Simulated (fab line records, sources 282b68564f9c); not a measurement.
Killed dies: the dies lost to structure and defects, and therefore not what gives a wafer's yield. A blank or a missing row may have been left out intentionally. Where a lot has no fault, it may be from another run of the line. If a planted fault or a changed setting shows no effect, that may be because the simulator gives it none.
Comparing a struck lot with a sound one || flow rit cmos || 17 steps out of a route of 202
Sound: the wafers L546.1, L546.2, L546.4. The struck wafers were L555.1, L555.2, L555.4. The cause comes at the end.
Per side, at each step with rows, come the tool, then ch with its chambers, and then its first start. Under that, the readings that differ: sound wafers || struck wafers || difference of the means || sigmas: that difference in standard deviations of wafers without a fault.
alike: same words and numbers on both sides, and readings whose means sit less than 2 such deviations apart. not compared: any withheld reading, any reading some wafer has no value for, any bound like >300 that may hide the same value, and any number with overlapping values for which the record gives no deviation.
Wherever a step has rows on one side only, a row that says differs or no value, or a row with sigmas, the two part there. Non-overlapping numbers with no deviation appear without sigmas and do not part them. Lack of a reading on every wafer of one side parts them only where that side has two or more wafers.

RIT_M1_SPUTTER_00: material Al, target thk 400 nm, time 500 s.
  sound: pvd sputter-02 at day 5 01:09; struck: pvd sputter-01 at day 6 17:53
  alike: throttle valve pct
RIT_M1_RS_MEAS_01: the measuring method here is four-point-probe.
  sound: film metro-03 at day 5 01:26; struck: film metro-03 at day 6 18:11
  alike: M1_AL_RS
RIT_M1_THK_MEAS_02: measures by xrf.
  sound: film metro-03 at day 5 01:34; struck: film metro-03 at day 6 18:18
  alike: M1_AL_THK
then, 6 steps without rows for these wafers: RIT_M1_HMDS_03 (prime time 60 s); RIT_M1_COAT_04 (resist thk 1300 nm); RIT_M1_SOFTBAKE_05 (time 60 s); RIT_M1_EXPOSE_06 (exposes mask M12, target cd 2600 nm); RIT_M1_PEB_07; RIT_M1_DEVELOP_08 (develop time 68 s).
RIT_M1_CD_MEAS_09 targets a cd of 2600 nm.
  sound: cd sem-01 at day 5 02:38; struck: cd sem-02 at day 6 19:22
  alike: cd nm
RIT_M1_OVL_MEAS_10:
  sound: overlay-02 at day 5 02:45; struck: overlay-02 at day 6 19:29
  alike: M1_OVL
then, 1 step without rows for these wafers: RIT_M1_HARDBAKE_11 (time 120 s).
RIT_M1_METAL_ETCH_12: etches Al in Cl2/BCl3, stops on SiO2, time 165 s, target depth 600 nm.
  sound on rie metal-01 ch 0,1, day 5 03:02; struck on rie metal-03 ch 0,1, day 6 19:46
{"reading": "oes product au (a.u.)", "sound": "0.788 0.772 0.777", "struck": "0.721 0.712 0.729", "difference": -0.058, "sigmas": -6}
{"reading": "model.NOVOLAK_of_M1_COAT_04.thk nm (nm)", "sound": "806.1 803.7 807.9", "struck": "944 943.5 940.7", "difference": "+137", "sigmas": ""}
{"reading": "model.M1.feature depth nm (nm)", "sound": "436.5 431 431.7", "struck": "345.8 344.2 347.5", "difference": -87.2, "sigmas": ""}
{"reading": "model.etch.depth nm (nm)", "sound": "403.4 397.5 398.8", "struck": "345.8 344.2 347.5", "difference": -54.1, "sigmas": ""}
  alike: drypump motor current A, throttle valve pct
  not compared: rf hours counter h
then, 1 step without rows for these wafers: RIT_M1_STRIP_13 (strips in nmp, time 600 s).
RIT_M1_STRIP_14: strips in O2, time 180 s.
  sound on plasma asher-04 ch 0,1, day 5 03:23; struck on plasma asher-03 ch 0,1, day 6 20:06
{"reading": "drypump motor current A (A)", "sound": "4.8 5.2 4.8", "struck": "5.4 5.8 5.8", "difference": "+0.7", "sigmas": "+2"}
  alike: rf refl power W
  not compared: rf hours counter h
RIT_M1_CD_MEAS_90 targets a cd of 2600 nm.
  sound: cd sem-01 at day 5 03:34; struck: cd sem-01 at day 6 20:17
{"reading": "cd nm (nm)", "sound": "2598 2601 2602", "struck": "2612 2609 2611", "difference": "+10", "sigmas": "+3"}
then, 1 step without rows for these wafers: RIT_M1_ANNEAL_15 (time 1800 s).

## WHERE THEY PART
Last at RIT_M1_CD_MEAS_90 as far as this record goes, first at RIT_M1_METAL_ETCH_12.

WHY: whatever the simulator had introduced
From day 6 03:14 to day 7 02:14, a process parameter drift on rie metal-03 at RIT_M1_METAL_ETCH_12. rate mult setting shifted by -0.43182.
